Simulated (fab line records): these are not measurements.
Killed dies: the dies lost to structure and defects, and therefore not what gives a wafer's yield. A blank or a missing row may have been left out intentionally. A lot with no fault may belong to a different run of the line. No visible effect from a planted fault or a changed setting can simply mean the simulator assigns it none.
Which tool was responsible? | flow berkeley cmos170 | Sampling: 14 lots, 42 wafers, 6 of 331 route steps

WHAT THE GAUGES READ, wafer by wafer
UCB170_PLDD_TW_MEAS_11.
lot  | measured     | on            | PLDD_TW
L393 | day 6 16:59  | film metro-01 | 1004 1002 1002
L391 | day 6 17:36  | film metro-03 | 999 1002 995
L394 | day 6 22:34  | film metro-03 | 996 1001 999
L396 | day 7 09:11  | film metro-03 | 999 999 999
L395 | day 7 09:18  | film metro-01 | 1003 1007 1005
L398 | day 7 10:49  | film metro-02 | 1023 1019 1017
L402 | day 8 11:17  | film metro-02 | 1022 1024 1016
L407 | day 9 11:03  | film metro-02 | 1024 1020 1021
L406 | day 9 16:26  | film metro-01 | 1004 1002 1006
L410 | day 9 18:50  | film metro-01 | 1010 1008 1010
L409 | day 9 19:05  | film metro-02 | 1017 1023 1024
L411 | day 9 19:25  | film metro-01 | 1012 1009 1008
L412 | day 10 11:58 | film metro-02 | 1019 1017 1017
L414 | day 10 18:11 | film metro-01 | 1008 1003 1009

UCB170_NLDD_OVL_MEAS_07.
lot  | measured     | on         | NLDD_OVL (nm)
L393 | day 6 19:28  | overlay-01 | 21 6 7
L391 | day 6 20:25  | overlay-01 | 5 4 3
L394 | day 6 23:54  | overlay-01 | -5 0 1
L396 | day 7 10:50  | overlay-02 | 1 10 8
L395 | day 7 11:06  | overlay-01 | -4 5 3
L398 | day 7 12:13  | overlay-02 | 7 6 0
L402 | day 8 12:57  | overlay-01 | -3 10 2
L407 | day 9 14:17  | overlay-02 | 12 10 4
L406 | day 9 17:54  | overlay-02 | 10 3 7
L410 | day 9 21:01  | overlay-02 | 14 10 14
L409 | day 9 22:06  | overlay-01 | 2 -2 6
L411 | day 9 21:50  | overlay-02 | 5 2 2
L412 | day 10 13:44 | overlay-01 | 12 14 3
L414 | day 10 19:59 | overlay-02 | 0 7 4

UCB170_NLDD_TW_MEAS_11.
lot  | measured     | on            | NLDD_TW
L393 | day 6 19:55  | film metro-01 | 2198 2203 2198
L391 | day 6 20:51  | film metro-02 | 2235 2233 2237
L394 | day 7 00:20  | film metro-03 | 2209 2201 2200
L396 | day 7 11:36  | film metro-01 | 2451 2443 2448
L395 | day 7 11:51  | film metro-01 | 2446 2449 2450
L398 | day 7 12:40  | film metro-02 | 2246 2244 2244
L402 | day 8 13:23  | film metro-02 | 2239 2237 2237
L407 | day 9 14:43  | film metro-03 | 2187 2182 2190
L406 | day 9 18:20  | film metro-01 | 2222 2205 2221
L410 | day 9 21:28  | film metro-02 | 2245 2245 2234
L409 | day 9 22:32  | film metro-02 | 2226 2238 2231
L411 | day 9 22:16  | film metro-02 | 2245 2238 2248
L412 | day 10 14:10 | film metro-02 | 2243 2234 2219
L414 | day 10 20:26 | film metro-03 | 2206 2198 2207

UCB170_PSD_CD_MEAS_06: target cd 1200 nm.
lot  | measured     | on        | cd nm (nm)
L393 | day 7 01:16  | cd sem-01 | 1200.1 1200.4 1200.4
L391 | day 7 01:28  | cd sem-02 | 1198.8 1199.3 1199.7
L394 | day 7 05:24  | cd sem-02 | 1199.7 1198.7 1198.8
L396 | day 7 17:14  | cd sem-02 | 1201.8 1201.2 1202.9
L395 | day 7 17:21  | cd sem-02 | 1198.9 1197.8 1197.4
L398 | day 7 17:44  | cd sem-02 | 1199.1 1200.4 1198.7
L402 | day 8 18:22  | cd sem-02 | 1200.4 1199.1 1200.7
L407 | day 9 21:24  | cd sem-01 | 1199.8 1200.0 1200.6
L406 | day 10 02:08 | cd sem-02 | 1199.8 1200.7 1198.8
L410 | day 10 01:53 | cd sem-02 | 1199.5 1199.1 1199.0
L409 | day 10 04:34 | cd sem-01 | 1199.3 1197.9 1197.3
L411 | day 10 04:20 | cd sem-02 | 1199.7 1199.4 1200.4
L412 | day 10 21:29 | cd sem-01 | 1200.5 1200.6 1200.2
L414 | day 11 01:46 | cd sem-01 | 1199.7 1198.1 1199.4

UCB170_SDANNEAL_RS_MEAS_05: measurement is done with a four-point probe.
lot  | measured     | on            | NLDD_RS (ohm/sq)
L393 | day 7 05:53  | film metro-02 | 620.1 618.0 618.8
L391 | day 7 06:19  | film metro-03 | 613.7 616.2 615.9
L394 | day 7 09:10  | film metro-02 | 614.3 613.2 616.1
L396 | day 7 21:53  | film metro-02 | 466.0 467.4 467.2
L395 | day 7 22:21  | film metro-01 | 465.9 465.6 464.8
L398 | day 7 22:41  | film metro-02 | 614.9 616.7 616.9
L402 | day 8 22:53  | film metro-01 | 615.1 616.8 615.2
L407 | day 10 02:22 | film metro-03 | 616.0 618.2 617.4
L406 | day 10 05:46 | film metro-03 | 614.3 615.5 615.7
L410 | day 10 05:32 | film metro-02 | 617.5 617.8 617.4
L409 | day 10 08:50 | film metro-01 | 614.2 616.9 614.5
L411 | day 10 08:41 | film metro-03 | 615.2 616.0 616.2
L412 | day 11 05:02 | film metro-03 | 618.7 618.3 617.6
L414 | day 11 09:19 | film metro-02 | 614.6 612.7 612.9

EACH LOT AND THE TOOL THAT RAN IT (in order: tool; ch and the chambers of the sampled wafers; start)
lot  | UCB170_NLDD_IMPLANT_08
L393 | implanter-01 ch 0, day 6 19:31
L391 | implanter-03 ch 0, day 6 20:27
L394 | implanter-01 ch 0, day 6 23:56
L396 | implanter-04 ch 0, day 7 10:52
L395 | implanter-01 ch 0, day 7 11:08
L398 | implanter-01 ch 0, day 7 12:17
L402 | implanter-01 ch 0, day 8 12:59
L407 | implanter-01 ch 0, day 9 14:19
L406 | implanter-04 ch 0, day 9 17:56
L410 | implanter-01 ch 0, day 9 21:04
L409 | implanter-01 ch 0, day 9 22:08
L411 | implanter-04 ch 0, day 9 21:53
L412 | implanter-03 ch 0, day 10 13:46
L414 | implanter-01 ch 0, day 10 20:04
- UCB170_NLDD_IMPLANT_08

AS READ BY THE TOOLS THEMSELVES (means over the sampled wafers that have a number; for cases with no such wafer, the mark the record gives instead)
UCB170_NLDD_IMPLANT_08.
lot  | tool         | rotation deg (degrees)
L393 | implanter-01 | 0.006
L391 | implanter-03 | 0.010
L394 | implanter-01 | 0.012
L396 | implanter-04 | -0.005
L395 | implanter-01 | 0.021
L398 | implanter-01 | -0.009
L402 | implanter-01 | 0.010
L407 | implanter-01 | 0.007
L406 | implanter-04 | -0.012
L410 | implanter-01 | -0.019
L409 | implanter-01 | -0.011
L411 | implanter-04 | 0.006
L412 | implanter-03 | -0.022
L414 | implanter-01 | 0.003

THE ANSWER, worked out from the rows above alone
Rule: the usual values come from the lots themselves. The widest of any qualifying gaps counts: lots, ordered by their means at a reading, are off when they make up no more than a third of the lots, leave a main group of 4 or more, and stand apart from it by 3 or more times the standard deviation of that group's means. The tables above print the reading to a certain number of digits; a main group whose means all agree to those digits is not used. Also off: a lot with no number at a reading for which 4 or more lots have one. Any other lot the step has rows for is counted as sound. The gauges are gone through in route order, then the tools' own readings, and for those a lot's mean is taken as printed above. The first step at which some lot is off is used, and at that step the reading that is off furthest; a lot without a number counts as furthest.
Off: L396, L395, at UCB170_NLDD_TW_MEAS_11 (NLDD_TW). Main group: mean 2223, sd 19.
A tool fits if, at a process step before that reading, it ran every lot that is off, and no sound lot after the first of them. Gauges at UCB170_NLDD_TW_MEAS_11: tried the same way as those tools. No candidate that was tried fits.

WHAT THE SIMULATOR HAD INSERTED
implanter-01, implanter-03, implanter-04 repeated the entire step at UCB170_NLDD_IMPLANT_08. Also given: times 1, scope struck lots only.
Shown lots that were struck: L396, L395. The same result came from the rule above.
